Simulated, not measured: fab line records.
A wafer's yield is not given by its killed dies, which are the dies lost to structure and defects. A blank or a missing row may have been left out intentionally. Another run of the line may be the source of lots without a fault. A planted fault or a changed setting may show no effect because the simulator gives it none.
A struck lot beside a sound one	flow ritCmos	27 out of 202 route steps
Sound: wafers L618.1, L618.2, L618.4. The struck wafers were L623.1, L623.2, L623.5. The cause is given at the end.
At each step with rows: each side's tool, then ch and its chambers, then its first start. Under that, the readings that differ: sound wafers	struck wafers	difference of the means	sigmas: that difference in standard deviations of wafers without a fault.
alike: readings whose means differ by less than 2 such deviations, and words and numbers that are the same on both sides. not compared: withheld readings, readings that some wafer has no value for, bounds like >300 that may hide the same value, and numbers for which the record gives no deviation and whose values overlap.
The two part at a step that has a row with sigmas, a row that says differs or no value, or rows on one side only. Numbers that have no deviation but don't overlap get no sigmas and don't part them. A reading that every wafer of one side lacks parts them only if that side has two wafers or more.

first, 1 step without rows for these wafers: RIT_ACTIVE_OXIDATION_01 (target thk 46.8 nm, ox time 3360 s).
RIT_ACTIVE_THK_MEAS_02:
  sound on filmMetro-02, day 3 10:35; struck on filmMetro-02, day 4 12:15
  alike: ACTIVE_OXIDE_THK
then, 1 step without rows for these wafers: RIT_ACTIVE_CVD_03 (deposits Si3N4 from SiH2Cl2/NH3, target thk 150 nm, time 1537 s).
RIT_ACTIVE_THK_MEAS_04:
  sound on filmMetro-02, day 3 12:46; struck on filmMetro-02, day 4 13:43
  alike: ACTIVE_NITRIDE_THK
then, 6 steps without rows for these wafers: RIT_ACTIVE_HMDS_05 (prime time 60 s); RIT_ACTIVE_COAT_06 (resist thk 991.5 nm); RIT_ACTIVE_SOFTBAKE_07 (time 60 s); RIT_ACTIVE_EXPOSE_08 (exposes mask M1, target cd 1400 nm); RIT_ACTIVE_PEB_09; RIT_ACTIVE_DEVELOP_10 (develop time 50 s).
RIT_ACTIVE_CD_MEAS_11 targets a cd of 1400 nm.
  sound on cdSem-02, day 3 13:41; struck on cdSem-02, day 4 14:46
reading	sound	struck	difference	sigmas
cdNm (nm)	1392.5 1392.4 1395.1	1404.1 1402.8 1401.7	+9.5	+4
then, 1 step without rows for these wafers: RIT_ACTIVE_HARDBAKE_12 (time 60 s).
RIT_ACTIVE_ETCH_13: etches Si3N4 in SF6, stops on SiO2, time 210 s, target depth 210 nm.
  sound on rieDiel-04 ch 0,2,3, day 3 13:57; struck on rieDiel-04 ch 1,3, day 4 15:02
reading	sound	struck	difference	sigmas
oesProductAu (a.u.)	0.834 0.828 0.849	0.717 0.708 0.718	-0.123	-9
runLengthS (s)	237.6 238.2 238.4	301.2 300.9 300.8	+62.9	+99 or more
model.NOVOLAK_of_ACTIVE_COAT_06.thkNm (nm)	663.9 662.7 663.2	590.6 589 589.3	-73.6	
model.SiO2_of_ACTIVE_OXIDATION_01.thkNm (nm)	45.09 45.24 44.51	25.81 23.48 26.26	-19.76	
model.ACTIVE.featureDepthNm (nm)	157.1 155.6 154.5	172.6 175.2 172.9	+17.8	
  alike: drypumpMotorCurrentA, throttleValvePct
  not compared: rfHoursCounterH
RIT_ACTIVE_STRIP_14: strips in O2, time 180 s.
  sound on plasmaAsher-03 ch 0,1, day 3 14:05; struck on plasmaAsher-02 ch 0,1, day 4 15:10
  alike: drypumpMotorCurrentA
  not compared: rfHoursCounterH
RIT_ACTIVE_CD_MEAS_90 targets a cd of 1400 nm.
  sound on cdSem-02, day 3 14:16; struck on cdSem-02, day 4 15:20
reading	sound	struck	difference	sigmas
cdNm (nm)	1392.6 1392.9 1395.1	1404.3 1402.3 1401.5	+9.2	+4
then, 4 steps without rows for these wafers: RIT_ACTIVE_CLEAN_15 (cleans in SC1, time 600 s); RIT_ACTIVE_CLEAN_16 (cleans in dHF, time 30 s); RIT_ACTIVE_CLEAN_17 (cleans in SC2, time 600 s); RIT_FOX1_OXIDATION_00 (target thk 350.7 nm, ox time 1130 s).
RIT_FOX1_THK_MEAS_01:
  sound on filmMetro-04, day 3 16:44; struck on filmMetro-03, day 4 20:19
  alike: FOX1_OXIDE_THK
then, 2 steps without rows for these wafers: RIT_FOX1_WET_ETCH_02 (etches SiO2 in BOE, target depth 350 nm, time 390 s); RIT_FOX2_OXIDATION_00 (target thk 350.7 nm, ox time 1130 s).
RIT_FOX2_THK_MEAS_01:
  sound on filmMetro-01, day 3 18:22; struck on filmMetro-02, day 5 02:35
  alike: FOX2_OXIDE_THK
then, 1 step without rows for these wafers: RIT_FOX2_CLEAN_02 (cleans in dHF, time 180 s).
RIT_FOX2_WET_ETCH_03: etches Si3N4 in H3PO4, target depth 195 nm, time 2700 s.
  sound on wetBench-04 ch 3, day 3 18:29; struck on wetBench-04 ch 1, day 5 02:43
reading	sound	struck	difference	sigmas
model.SiO2_of_ACTIVE_OXIDATION_01.thkNm (nm)	39.91 40.05 39.38	22.97 20.92 23.38	-17.36	
  alike: runLengthS
RIT_FOX2_THK_MEAS_90:
  sound on filmMetro-02, day 3 19:14; struck on filmMetro-02, day 5 03:32
  alike: FIELD_OXIDE_LEFT_1_THK
next, for these wafers, 1 step has no rows: RIT_M1_PROBE_99.

WHERE THEY PART
Last at RIT_ACTIVE_CD_MEAS_90 as far as this record goes, first at RIT_ACTIVE_CD_MEAS_11. Later steps at which nothing parts them and some readings are alike: RIT_FOX1_THK_MEAS_01, RIT_FOX2_THK_MEAS_01, RIT_FOX2_WET_ETCH_03, RIT_FOX2_THK_MEAS_90.

WHY: whatever the simulator had introduced
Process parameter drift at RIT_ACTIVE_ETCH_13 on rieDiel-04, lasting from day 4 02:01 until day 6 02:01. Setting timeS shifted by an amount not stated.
